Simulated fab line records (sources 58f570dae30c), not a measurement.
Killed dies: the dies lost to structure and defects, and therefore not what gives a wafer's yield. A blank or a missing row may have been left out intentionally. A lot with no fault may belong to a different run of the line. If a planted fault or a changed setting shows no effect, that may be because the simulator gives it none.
The tool behind it: which one? ; flow berkeley cmos170 ; Sampling: 7 lots, 21 wafers, 3 of 331 route steps

== WHAT EACH GAUGE READ, for each wafer ==
UCB170_PVT_TW_MEAS_09.
lot;measured;on;PVT_TW
L702;day 6 23:19;film metro-04;500 498 501
L705;day 7 06:15;film metro-04;503 502 502
L706;day 7 13:43;film metro-04;503 505 504
L710;day 9 02:28;film metro-01;506 508 507
L713;day 9 02:13;film metro-04;454 456 456
L715;day 9 01:42;film metro-02;457 458 458
L722;day 10 21:20;film metro-02;508 508 510

== WHICH TOOL RAN EACH LOT (tool, then ch and the chambers of the sampled wafers, then the start) ==
lot;UCB170_ZERO_STRIP_07;UCB170_PVT_IMPLANT_07
L702;plasma asher-03 ch 0,1, day 2 03:08;implanter-01 ch 0, day 6 23:04
L705;plasma asher-03 ch 0,1, day 2 18:01;implanter-04 ch 0, day 7 06:00
L706;plasma asher-02 ch 0,1, day 3 02:02;implanter-01 ch 0, day 7 13:29
L710;plasma asher-03 ch 0,1, day 3 21:37;implanter-01 ch 0, day 9 02:15
L713;plasma asher-04 ch 1, day 4 17:05;implanter-04 ch 0, day 9 01:58
L715;plasma asher-04 ch 0,1, day 4 21:23;implanter-04 ch 0, day 9 01:30
L722;plasma asher-04 ch 0,1, day 6 07:26;implanter-01 ch 0, day 10 21:05
- UCB170_ZERO_STRIP_07: strips in O2.
- UCB170_PVT_IMPLANT_07

== THE ANSWER, worked out from the rows above alone ==
Rule: the lots themselves supply what counts as usual. The widest of any qualifying gaps counts: lots, ordered by their means at a reading, are off when they make up no more than a third of the lots, leave a main group of 4 or more, and stand apart from it by 3 or more times the standard deviation of that group's means. Not used: any main group whose means are identical at the precision the tables above print for the reading. Also off: a lot with no number at a reading for which 4 or more lots have one. All remaining lots with rows at the step are treated as sound.
Off: L713, L715, at UCB170_PVT_TW_MEAS_09 (PVT_TW). The main group has a mean of 504 with a standard deviation of 3.2.
If a tool, at a process step before that reading, ran all the lots that are off and no sound lot after the first of them, it fits. The gauges at UCB170_PVT_TW_MEAS_09 are tried like those tools. One fits: UCB170_PVT_IMPLANT_07 on implanter-04. Its last sound lot is L705 (day 7 06:00), its first lot that is off L715 (day 9 01:30): a fault that began between those two fits.

== WHAT THE SIMULATOR HAD INSERTED ==
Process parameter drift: implanter-04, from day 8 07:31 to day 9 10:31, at UCB170_PVT_IMPLANT_07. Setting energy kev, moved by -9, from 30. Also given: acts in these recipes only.
Shown lots that were struck: L715, L713. The rule above found the same.
